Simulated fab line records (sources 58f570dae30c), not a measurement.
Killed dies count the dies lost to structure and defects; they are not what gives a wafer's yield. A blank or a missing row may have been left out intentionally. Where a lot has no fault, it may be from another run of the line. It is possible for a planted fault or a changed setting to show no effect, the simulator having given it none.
Which tool did it? ; flow berkeley_cmos170 ; 7 lots, 21 wafers sampled, at 2 steps of a route of 331

== WHAT THE GAUGES READ, wafer by wafer ==
UCB170_PWELL_TW_MEAS_17.
lot;measured;on;PWELL_TW
L306;day 3 05:10;film_metro-01;382.8 383.3 383.5
L309;day 3 18:47;film_metro-03;376.7 378.7 377.5
L310;day 3 19:09;film_metro-03;376.7 376.5 375.9
L312;day 4 10:54;film_metro-01;384.8 383.5 382.6
L314;day 5 03:27;film_metro-04;382.7 381.5 383.9
L316;day 5 08:02;film_metro-01;381.4 381.3 381.9
L324;day 6 22:30;film_metro-04;436.0 437.7 434.6

== TOOL THAT RAN EACH LOT (tool first, then ch and the chambers of the sampled wafers, then the start) ==
lot;UCB170_PWELL_IMPLANT_15
L306;implanter-03 ch 0, day 3 04:55
L309;implanter-01 ch 0, day 3 18:32
L310;implanter-03 ch 0, day 3 18:55
L312;implanter-02 ch 0, day 4 10:41
L314;implanter-02 ch 0, day 5 03:13
L316;implanter-01 ch 0, day 5 07:50
L324;implanter-02 ch 0, day 6 22:15
- UCB170_PWELL_IMPLANT_15

== THE ANSWER, worked out from the rows above alone ==
Rule: the lots themselves supply what counts as usual. Put in order of their means at a reading, lots are off if they are a third of the lots or fewer, leave a main group of 4 or more, and stand apart from it by a gap of 3 or more times the standard deviation of the main group's means; of several such gaps the widest counts. A main group whose means are all the same, to the digits that the tables above print for the reading, isn't used. A lot without any number at a reading at which 4 lots or more have one is off too. The other lots that the step has rows for count as sound.
Off: at UCB170_PWELL_TW_MEAS_17 (PWELL_TW), L324. Main group: mean 380.8, sd 2.8.
A tool fits if, at a process step before that reading, it ran every lot that is off, and no sound lot after the first of them. The gauges at UCB170_PWELL_TW_MEAS_17 are tried like those tools. This does not decide it: 2 tools fit, namely implanter-02 at UCB170_PWELL_IMPLANT_15 and film_metro-04 at UCB170_PWELL_TW_MEAS_17.

== WHAT THE SIMULATOR HAD PUT IN ==
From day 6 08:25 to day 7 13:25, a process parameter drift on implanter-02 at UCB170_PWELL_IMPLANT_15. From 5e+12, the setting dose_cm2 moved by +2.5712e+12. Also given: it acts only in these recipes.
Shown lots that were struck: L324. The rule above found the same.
